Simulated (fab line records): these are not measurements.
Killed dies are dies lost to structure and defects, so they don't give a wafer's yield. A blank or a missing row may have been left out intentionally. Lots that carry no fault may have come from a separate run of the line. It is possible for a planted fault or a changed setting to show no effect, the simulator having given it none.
One fault seen from 2 desks + flow berkeley-cmos170 + each desk has only its own numbers; what lay behind them comes last

DESK OF THE TOOL OWNER: pvd-sputter-04
The tool's own readings at UCB170_M1_SPUTTER_00 (material Al, target thk 600 nm, time 80 s): means of the sampled wafers that have a number, for each lot that ran on this tool. Any lot whose mean is over 4 standard deviations away from the usual mean is out of limits and marked OUT; that distance is given in the brackets.
Columns: A = throttle-valve-pct at UCB170_M1_SPUTTER_00, usual 29.8 %
| lot  | first seen here | A    |
|------|-----------------|------|
| L254 | day 9 07:49     | 28.9 |
| L257 | day 9 19:22     | 29.2 |
| L258 | day 10 10:23    | 29.6 |
| L259 | day 10 19:05    | 29.2 |
| L262 | day 11 06:56    | 29.6 |
Finding of this desk: none of the 5 lots has anything out of limits.

THE METROLOGY DESK
What the gauges read for every lot (on any tool): the sampled wafers with a number, averaged. Any lot whose mean is over 4 standard deviations away from the usual mean is out of limits and marked OUT; that distance is given in the brackets.
Columns: A = M1_AL_RS at UCB170_M1_RS_MEAS_01, usual 0.0471 ohm/sq; B = M1_AL_THK at UCB170_M1_THK_MEAS_02, usual 620 nm
| lot  | first seen here | A                | B             |
|------|-----------------|------------------|---------------|
| L250 | day 8 14:53     | 0.0464           | 632           |
| L252 | day 9 03:45     | 0.0475           | 620           |
| L254 | day 9 07:52     | 0.0473           | 616           |
| L255 | day 9 08:19     | 0.0469           | 622           |
| L253 | day 9 10:08     | 0.0470           | 625           |
| L256 | day 9 18:53     | 0.0472           | 618           |
| L257 | day 9 19:26     | 0.0475           | 615           |
| L258 | day 10 10:28    | 0.0474           | 610           |
| L260 | day 10 18:08    | 0.0464           | 630           |
| L259 | day 10 19:08    | 0.0401 (-18) OUT | 799 (+28) OUT |
| L262 | day 11 07:01    | 0.0393 (-20) OUT | 823 (+32) OUT |
| L263 | day 11 07:35    | 0.0469           | 625           |
| L270 | day 13 04:11    | 0.0470           | 617           |
| L271 | day 13 22:25    | 0.0469           | 617           |
This desk's finding: out of limits on L259, L262; first on L259, day 10 19:08 (M1_AL_RS at UCB170_M1_RS_MEAS_01). Within limits: L250, L252, L254, L255, L253, L256, L257, L258, L260, L263, L270, L271.

TAKEN TOGETHER
An alarm was possible from the metrology desk at day 10 19:08, on L259, L262.
Nothing out of limits was seen by the tool owner's desk.
The tool owner's desk has L259, L262 on record, within its limits.
All the named lots went through UCB170_M1_SPUTTER_00 on pvd-sputter-04.

WHAT WAS PUT IN BY THE SIMULATOR
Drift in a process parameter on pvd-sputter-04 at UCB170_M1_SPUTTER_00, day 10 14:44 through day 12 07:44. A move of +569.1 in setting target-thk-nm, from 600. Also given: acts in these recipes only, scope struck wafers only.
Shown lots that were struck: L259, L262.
Delay in hours, fault start to first out-of-limits reading, per desk: metrology desk 4.
